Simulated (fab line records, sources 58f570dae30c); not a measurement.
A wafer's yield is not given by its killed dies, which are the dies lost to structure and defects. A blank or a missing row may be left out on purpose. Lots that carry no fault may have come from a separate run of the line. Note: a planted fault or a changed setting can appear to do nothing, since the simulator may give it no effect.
8D (eight disciplines) problem report, filled in by code | flow berkeleyCmos170 | the parts of the form that need people (team, actions taken, sign-off) are left out

1. WHAT WENT WRONG
Across 6 wafers from 2 lots, WELLDRIVE_OXIDE_THK at UCB170_WELLDRIVE_THK_MEAS_02 averages 176 nm, while fault-free wafers read 200 nm with a standard deviation of 3.8. Measured from the usual mean, that is -6.4 standard deviations.
The first sign was on wafer L621.1 at day 4 16:35, on filmMetro-01. The record holds 42 wafers of 14 lots with a number at this step. Rule for "out", or "out of limits": more than 4 standard deviations from the usual mean. All remaining wafers that have a number are taken as sound.

2. WHAT THIS IS AND IS NOT
question                    | is                         | is not
which readings at this step | WELLDRIVE_OXIDE_THK        | -
which lots                  | L620, L621                 | L616, L617, L618, L619, L622, L629, L631, L632, L633, L634, L636, L637
which wafers of those lots  | all that have a number     | -
read on which gauges        | filmMetro-01, filmMetro-02 | filmMetro-04
when                        | from day 4 16:35           | up to then (12 sound wafers); but 24 sound wafers of L622, L629, L631, L632, L633, L634, L636, L637 came after

3. SUSPECTS, AND WHAT RULES EACH OUT
Counting: a tool stays on the suspect list if, at a process step up to the reading, it processed all lots that are out and no sound lot following the first of them.
- the gauge at UCB170_WELLDRIVE_THK_MEAS_02 is ruled out. The wafers that are out were read on 2 gauges (filmMetro-01, filmMetro-02).
- furnace-02 at UCB170_WELLDRIVE_OXIDATION_01 (target thk 199 nm, ox time 9000 s): ruled out as a lasting fault. The sound lots L637 went through it after L620, its earliest lot that is out (day 4 13:05).
Left after counting: nothing in the record.

4. THE CAUSE (what the simulator had put in)
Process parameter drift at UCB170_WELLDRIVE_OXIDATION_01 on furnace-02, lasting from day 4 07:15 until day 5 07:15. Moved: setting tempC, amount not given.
The count ruled it out by mistake, since the rule takes a fault to strike every lot its tool runs from the start of the fault on, and this one did not do so.

5. THE CHAIN OF EFFECTS, in route order
Rows list readings where the struck wafers' mean (over those with a number) sits beyond 3 standard deviations from the usual. Only readings whose record carries a usual standard deviation are examined. hours: median over the lots of the time between each lot's start at the first step of this table that gives one and its start at this step. sigmas: the change, counted in usual standard deviations.
hours | step                          | reading                | usual    | on struck wafers | change | sigmas
0     | UCB170_WELLDRIVE_OXIDATION_01 | spikeTcCentreC         | 1102.6 C | 1080.8           | -21.8  | -18
0     | UCB170_WELLDRIVE_OXIDATION_01 | spikeTcLoadC           | 1127.8 C | 1106.3           | -21.5  | -14
0     | UCB170_WELLDRIVE_OXIDATION_01 | spikeTcSourceC         | 1127.2 C | 1108.4           | -18.8  | -9.0
0     | UCB170_WELLDRIVE_OXIDATION_01 | tubeCenterTempC        | 1100 C   | 1080             | -20    | -99 or more
0     | UCB170_WELLDRIVE_OXIDATION_01 | tube_center_temp_C_max | 1102.8   | 1082.6           | -20.2  | -48
4     | UCB170_WELLDRIVE_THK_MEAS_02  | WELLDRIVE_OXIDE_THK    | 200 nm   | 176              | -24    | -6.4
Its process steps:
- UCB170_WELLDRIVE_OXIDATION_01: target thk 199 nm, ox time 9000 s.
Later measuring or inspecting steps at which every struck wafer that the step has a row for has a number for every such reading, and none has moved that far: UCB170_ACTIVE_CD_MEAS_13.

6. HOW IT WOULD HAVE BEEN CAUGHT EARLIER
In this record the first reading out of limits at a measuring or inspecting step was taken at day 4 16:35, 9 hours after the fault began at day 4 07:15.
The tool's own readings at UCB170_WELLDRIVE_OXIDATION_01 were out on every struck wafer that the step has a row for (spikeTcCentreC, spikeTcLoadC, spikeTcSourceC, tubeCenterTempC, tube_center_temp_C_max): an alarm limit on them would have fired on the first of those.
